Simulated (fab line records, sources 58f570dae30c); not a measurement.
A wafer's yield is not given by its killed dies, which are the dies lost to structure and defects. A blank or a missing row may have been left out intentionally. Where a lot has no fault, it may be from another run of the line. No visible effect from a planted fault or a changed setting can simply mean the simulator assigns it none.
One fault through the eyes of 2 desks -- flow berkeley_cmos170 -- what lay behind the numbers comes last; until then each desk has only its own

== AT THE METROLOGY DESK ==
Means of the sampled wafers that have a number, per lot and without regard to the tool the lot ran on: this is what the gauges read. A lot is out of limits, marked OUT, if its mean lies more than 4 standard deviations from the usual mean; the brackets give that distance.
Columns: A = cd_nm at UCB170_M2_CD_MEAS_15, usual 700.2 nm; B = M2_OVL at UCB170_M2_OVL_MEAS_16, usual 1 nm; C = V2_POLISHED_THK at UCB170_V2_THK_MEAS_04, usual 999.9 nm
lot,first seen here,A,B,C
L839,day 7 07:20,700.6,8,999.7
L843,day 8 07:08,702.2,2,999.6
L846,day 8 07:27,698.8,-4,999.5
L845,day 8 07:41,697.2,-11,999.7
L844,day 8 07:59,698.8,-1,999.5
L847,day 9 02:34,701.1,5,1000.8
L848,day 9 06:45,702.1,-3,999.5
L849,day 9 19:22,698.6,-3,999.6
L850,day 9 20:39,698.5,14,1075.5 (+69) OUT
L851,day 10 05:13,701.0,-3,998.9
L852,day 10 05:55,701.6,-6,1075.4 (+69) OUT
L853,day 10 17:16,701.2,4,1000.1
L855,day 11 04:48,700.0,-1,999.9
L859,day 11 14:14,700.1,7,999.7
This desk's finding: out of limits on L850, L852; first on L850, day 9 22:01 (V2_POLISHED_THK at UCB170_V2_THK_MEAS_04). Within limits: L839, L843, L846, L845, L844, L847, L848, L849, L851, L853, L855, L859.

== TOOL OWNER'S DESK, cmp-02 ==
The tool's own readings at UCB170_V2_CMP_02 (polishes SiO2): means of the sampled wafers that have a number, for each lot that ran on this tool. A lot is out of limits, marked OUT, if its mean lies more than 4 standard deviations from the usual mean; the brackets give that distance.
Columns: A = edge_zone_pressure_frac at UCB170_V2_CMP_02, usual 1.000; B = head_pressure_psi at UCB170_V2_CMP_02, usual 6.002 psi; C = motor_current_A at UCB170_V2_CMP_02, usual 15.1 A
lot,first seen here,A,B,C
L839,day 7 08:17,0.996,6.000,13.9
L843,day 8 08:01,1.002,6.019,14.5
L845,day 8 08:30,1.006,5.986,15.1
L847,day 9 03:26,1.001,6.002,15.4
L849,day 9 20:17,1.006,6.003,14.1
L850,day 9 21:36,0.997,6.002,14.5
L852,day 10 06:52,1.001,6.000,14.5
This desk's finding: nothing out of limits on any of the 7 lots.

== PUT TOGETHER ==
An alarm was possible from the metrology desk at day 9 22:01, on L850, L852.
The tool owner's desk saw nothing out of limits.
The tool owner's desk has L850, L852 on record, within its limits.
The lots listed all ran UCB170_V2_CMP_02 on cmp-02.

== WHAT WAS PUT IN BY THE SIMULATOR ==
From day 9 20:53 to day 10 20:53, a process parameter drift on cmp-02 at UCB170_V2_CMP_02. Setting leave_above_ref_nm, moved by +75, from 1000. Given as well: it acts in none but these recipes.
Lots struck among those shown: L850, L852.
Per desk, hours elapsed from the start of the fault to the first reading out of limits: for the metrology desk, 1.
